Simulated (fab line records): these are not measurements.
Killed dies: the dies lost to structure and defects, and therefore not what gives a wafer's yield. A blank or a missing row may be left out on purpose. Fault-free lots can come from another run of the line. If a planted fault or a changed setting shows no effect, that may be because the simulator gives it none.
Chamber matching + flow berkeley cmos170 + cmp-01 running UCB170_V1_CMP_02: 4 sister chambers
The step polishes SiO2. 8 wafers are shown with their chamber, then 11 later ones without.

== EACH WAFER AND ITS CHAMBER ==
| wafer  | chamber | motor current A (A) | retaining ring pressure frac |
|--------|---------|---------------------|------------------------------|
| L466.5 | 3       | 16.0                | 1.003                        |
| L465.6 | 2       | 19.3                | 1.004                        |
| L467.1 | 1       | 13.0                | 1.002                        |
| L467.6 | 0       | 16.1                | 1.001                        |
| L472.2 | 2       | 19.2                | 0.993                        |
| L472.4 | 3       | 16.4                | 1.004                        |
| L472.6 | 1       | 13.3                | 1.009                        |
| L473.2 | 0       | 17.0                | 1.002                        |

== WAFERS MISSING THEIR CHAMBER ==
| wafer  | motor current A (A) | retaining ring pressure frac |
|--------|---------------------|------------------------------|
| L473.3 | 15.2                | 1.005                        |
| L473.4 | 12.8                | 1.001                        |
| L478.2 | 16.4                | 0.997                        |
| L478.3 | 16.0                | 1.002                        |
| L478.4 | 18.3                | 1.000                        |
| L479.2 | 15.9                | 0.996                        |
| L479.3 | 15.8                | 0.991                        |
| L479.6 | 12.8                | 1.001                        |
| L482.1 | 14.8                | 1.006                        |
| L482.4 | 18.8                | 0.995                        |
| L482.6 | 13.5                | 1.004                        |

== WHICH CHAMBER EACH ONE RAN IN ==
| wafer  | from the rows above          | in truth |
|--------|------------------------------|----------|
| L473.3 | can't be placed: 3 or 0      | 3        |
| L473.4 | 1                            | 1        |
| L478.2 | can't be placed: 0 or 3      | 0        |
| L478.3 | can't be placed: 3 or 0      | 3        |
| L478.4 | 2                            | 2        |
| L479.2 | can't be placed: 3 or 0      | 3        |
| L479.3 | can't be placed: 3 or 0      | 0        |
| L479.6 | 1                            | 1        |
| L482.1 | can't be placed: 3 or 1 or 0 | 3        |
| L482.4 | 2                            | 2        |
| L482.6 | 1                            | 1        |
5 of 11 placed correctly. From these rows, 6 cannot be placed; in 6 the true chamber is one of the candidates. 0 placed wrongly.
How it was worked out, from the rows above alone: a wafer's distance from a chamber is the root of the sum, over the readings, of the square of ((its reading less the chamber's mean) divided by the reading's scatter). If the next closest chamber is less than 2 further off than the closest, the wafer can't be placed; otherwise it belongs to the closest. Each chamber's mean is taken over the wafers shown for it. The scatter is the square root of a quotient: the sum, over the shown wafers, of each reading's squared deviation from its chamber's mean, divided by wafers minus chambers.
